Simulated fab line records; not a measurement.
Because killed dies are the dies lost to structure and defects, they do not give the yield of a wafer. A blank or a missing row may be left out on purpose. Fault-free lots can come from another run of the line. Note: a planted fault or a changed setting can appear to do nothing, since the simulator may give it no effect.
Split-lot experiment    flow rit_cmos    on a route of 202 steps: 5 lots, 23 wafers read

SPLIT DETAILS
At RIT_GATE_EXPOSE_13 (exposes mask M6, target cd 150 nm), the setting dose_mj was moved away from the recipe's 380 on 6 of the 23 wafers read, by -4.3% to -2.8%. All remaining wafers had this setting at the recipe value.

FROM THE SPLIT TO THE READING: what the file shows between them, 6 steps
- RIT_GATE_PEB_14
- RIT_GATE_DEVELOP_15: develop time 50 s
- RIT_GATE_CD_MEAS_16: target cd 150 nm
- RIT_GATE_HARDBAKE_18: time 60 s
- RIT_GATE_ETCH_19: etches poly-Si in SF6/CHF3/O2, stops on SiO2, time 165 s, target depth 312.5 nm
- RIT_GATE_STRIP_20: strips in O2, time 180 s

THE READING
cd_nm (nm) at RIT_GATE_CD_MEAS_90, where the cd target is 150 nm. Typical for fault-free wafers on this fab line: 151.0 nm, with standard deviation 2.1 nm.

wafer   tool, chamber at the split  dose_mj as run  against the recipe  cd_nm, nm  against lot-mates on the recipe
L074.1  iline_stepper-02, 0         380             recipe              154.5      -
L074.2  iline_stepper-02, 0         380             recipe              155.1      -
L074.3  iline_stepper-02, 0         369.4           -2.8%               170.3      +15.5
L074.5  iline_stepper-02, 0         369.4           -2.8%               169.2      +14.4
L074.6  iline_stepper-02, 0         369.4           -2.8%               171.9      +17.1
L076.1  iline_stepper-02, 0         380             recipe              150.1      -
L076.2  iline_stepper-02, 0         380             recipe              148.5      -
L076.6  iline_stepper-02, 0         380             recipe              151.2      -
L079.1  iline_stepper-02, 0         380             recipe              149.8      -
L079.2  iline_stepper-02, 0         380             recipe              148.6      -
L079.3  iline_stepper-02, 0         380             recipe              145.2      -
L079.4  iline_stepper-02, 0         380             recipe              147.6      -
L079.6  iline_stepper-02, 0         380             recipe              146.9      -
L080.2  iline_stepper-01, 0         363.7           -4.3%               174.5      +23.4
L080.3  iline_stepper-01, 0         363.7           -4.3%               174.1      +23.0
L080.4  iline_stepper-01, 0         380             recipe              150.3      -
L080.5  iline_stepper-01, 0         363.7           -4.3%               175.0      +23.9
L080.6  iline_stepper-01, 0         380             recipe              151.9      -
L083.1  iline_stepper-02, 0         380             recipe              147.6      -
L083.2  iline_stepper-02, 0         380             recipe              150.3      -
L083.3  iline_stepper-02, 0         380             recipe              150.8      -
L083.4  iline_stepper-02, 0         380             recipe              150.5      -
L083.6  iline_stepper-02, 0         380             recipe              148.8      -

THE FIT
A straight line over all 23 wafers: cd_nm changes by -6.18 nm for each +1% of dose_mj; r = -0.97; the points scatter about the line by 2.7 nm.
The same after taking each lot's own level away (the mean of its wafers on the recipe; 23 wafers): -5.5 nm for each +1%; r = -0.99; scatter 1.2 nm.
On that fit, the largest move of dose_mj shifts the reading by 24 nm.
The lots' own levels span 147.62 to 154.80 nm, that is 3.4 times the standard deviation above.
So the lot-to-lot level changes the slope: the two fits differ.
Check: +23.7 nm against its lot-mates is what the line predicts for one of the wafers moved furthest among these (-4.3%) when that wafer is left out of the fit. It came out at +23.4 nm against them.

FURTHER SPLITS ON THESE WAFERS
Note: prior to the reading, these wafers also went through further splits. Each is held against what the fit with the lots' levels taken away leaves over:
other split on the same wafers    wafers away from the commonest value  r with cd_nm (lot level and that fit taken away)
RIT_ACTIVE_CVD_03 temp_c          5                                     +0.01
RIT_ACTIVE_DEVELOP_10 dev_temp_c  10                                    -0.23
RIT_NWELL_COAT_01 spin_rpm        9                                     -0.10
RIT_PWELL_COAT_01 spin_rpm        7                                     +0.08
RIT_PWELL_IMPLANT_08 dose_cm2     12                                    +0.07
RIT_GATE_CVD_08 temp_c            15                                    +0.04

THE WHOLE CHAIN: every reading that the file lists as answering this split, in the file's order
step                 what it does                                                                     reading                                                      change (the file's fit)               r (the file's)
RIT_GATE_CD_MEAS_16  target cd 150 nm                                                                 cd_nm                                                        -5.6 nm for each +1% of the setting   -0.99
RIT_GATE_ETCH_19     etches poly-Si in SF6/CHF3/O2, stops on SiO2, time 165 s, target depth 312.5 nm  GATE.cd_nm (the simulator's own value, which no gauge read)  -5.52 nm for each +1% of the setting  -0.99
RIT_GATE_CD_MEAS_90  target cd 150 nm                                                                 cd_nm                                                        -5.51 nm for each +1% of the setting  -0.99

FILE'S OWN FIT
cd_nm changes by -5.51 nm for each +1% of dose_mj, r = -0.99.
